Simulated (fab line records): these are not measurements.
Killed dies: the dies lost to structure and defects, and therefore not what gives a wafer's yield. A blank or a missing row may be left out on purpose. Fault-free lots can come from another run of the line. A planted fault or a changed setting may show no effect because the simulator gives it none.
Which tool did it? / flow berkeleyCmos170 / 42 wafers sampled from 14 lots at 1 step of a route of 331

== WHAT THE GAUGES READ, wafer by wafer ==
The record holds no reading of a measuring or inspecting step that can be judged against a usual standard deviation.

== WHICH TOOL RAN EACH LOT (tool, then ch and the chambers of the sampled wafers, then the start) ==
lot=L571; UCB170_CONTACT_RTA_08=rtpAnneal-02 ch 0, day 6 15:12
lot=L572; UCB170_CONTACT_RTA_08=rtpAnneal-01 ch 0, day 7 01:43
lot=L574; UCB170_CONTACT_RTA_08=rtpAnneal-02 ch 0, day 7 07:04
lot=L578; UCB170_CONTACT_RTA_08=rtpAnneal-01, day 7 22:31
lot=L577; UCB170_CONTACT_RTA_08=rtpAnneal-01, day 7 22:59
lot=L585; UCB170_CONTACT_RTA_08=rtpAnneal-01 ch 0, day 10 00:19
lot=L584; UCB170_CONTACT_RTA_08=rtpAnneal-02 ch 0, day 10 00:29
lot=L586; UCB170_CONTACT_RTA_08=rtpAnneal-01 ch 0, day 10 14:35
lot=L587; UCB170_CONTACT_RTA_08=rtpAnneal-01 ch 0, day 10 22:47
lot=L588; UCB170_CONTACT_RTA_08=rtpAnneal-02 ch 0, day 10 22:58
lot=L592; UCB170_CONTACT_RTA_08=rtpAnneal-02 ch 0, day 11 15:49
lot=L590; UCB170_CONTACT_RTA_08=rtpAnneal-01 ch 0, day 11 15:54
lot=L593; UCB170_CONTACT_RTA_08=rtpAnneal-02 ch 0, day 11 15:55
lot=L594; UCB170_CONTACT_RTA_08=rtpAnneal-01 ch 0, day 12 20:34
- UCB170_CONTACT_RTA_08: time 10 s.

== WHAT THE TOOLS THEMSELVES READ (means of the sampled wafers that have a number; where no wafer has one, the mark that the record gives instead) ==
UCB170_CONTACT_RTA_08. Usual: annealTempCMax 905.6, standard deviation 1.2; chamberO2Ppm 2.003, standard deviation 0.021; lampPowerPct 24.0 %, standard deviation 1.1; wafer_temp_C_max 903.2, standard deviation 0.92.
lot=L571; tool=rtpAnneal-02; annealTempCMax=906.7; chamberO2Ppm=2.002; lampPowerPct (%)=25.1; wafer_temp_C_max=902.5; flag=
lot=L572; tool=rtpAnneal-01; annealTempCMax=904.6; chamberO2Ppm=2.035; lampPowerPct (%)=22.9; wafer_temp_C_max=904.2; flag=
lot=L574; tool=rtpAnneal-02; annealTempCMax=905.0; chamberO2Ppm=1.981; lampPowerPct (%)=25.1; wafer_temp_C_max=902.6; flag=
lot=L578; tool=rtpAnneal-01; annealTempCMax=-; chamberO2Ppm=-; lampPowerPct (%)=-; wafer_temp_C_max=-; flag=OFF
lot=L577; tool=rtpAnneal-01; annealTempCMax=-; chamberO2Ppm=-; lampPowerPct (%)=-; wafer_temp_C_max=-; flag=OFF
lot=L585; tool=rtpAnneal-01; annealTempCMax=904.4; chamberO2Ppm=1.986; lampPowerPct (%)=22.9; wafer_temp_C_max=903.3; flag=
lot=L584; tool=rtpAnneal-02; annealTempCMax=905.6; chamberO2Ppm=2.022; lampPowerPct (%)=25.1; wafer_temp_C_max=902.5; flag=
lot=L586; tool=rtpAnneal-01; annealTempCMax=905.6; chamberO2Ppm=1.996; lampPowerPct (%)=22.9; wafer_temp_C_max=904.3; flag=
lot=L587; tool=rtpAnneal-01; annealTempCMax=904.6; chamberO2Ppm=1.995; lampPowerPct (%)=22.9; wafer_temp_C_max=904.2; flag=
lot=L588; tool=rtpAnneal-02; annealTempCMax=906.7; chamberO2Ppm=2.011; lampPowerPct (%)=25.1; wafer_temp_C_max=902.8; flag=
lot=L592; tool=rtpAnneal-02; annealTempCMax=905.0; chamberO2Ppm=2.007; lampPowerPct (%)=25.1; wafer_temp_C_max=902.9; flag=
lot=L590; tool=rtpAnneal-01; annealTempCMax=904.6; chamberO2Ppm=2.004; lampPowerPct (%)=22.9; wafer_temp_C_max=903.8; flag=
lot=L593; tool=rtpAnneal-02; annealTempCMax=906.2; chamberO2Ppm=1.997; lampPowerPct (%)=25.1; wafer_temp_C_max=902.7; flag=
lot=L594; tool=rtpAnneal-01; annealTempCMax=904.7; chamberO2Ppm=2.006; lampPowerPct (%)=22.9; wafer_temp_C_max=903.8; flag=

== THE ANSWER, worked out from the rows above alone ==
Rule: take the mean of a lot's wafers that have a number; if it is more than 3 standard deviations from the usual mean, the lot is off. Also off: a lot with no number at a reading for which 4 or more lots have one. Where the step has rows for the other lots, those lots are counted as sound. The gauges are gone through in route order, then the tools' own readings, and for those a lot's mean is taken as printed above. The first step at which some lot is off is used, and at that step the reading that is off furthest; a lot without a number counts as furthest.
Off: L578, L577 (UCB170_CONTACT_RTA_08, annealTempCMax). Without a number there: L578, L577.
A tool fits if, at that step or a process step before it, it ran every lot that is off, and no sound lot after the first of them. None of those tried fits.

== WHAT WAS PUT IN BY THE SIMULATOR ==
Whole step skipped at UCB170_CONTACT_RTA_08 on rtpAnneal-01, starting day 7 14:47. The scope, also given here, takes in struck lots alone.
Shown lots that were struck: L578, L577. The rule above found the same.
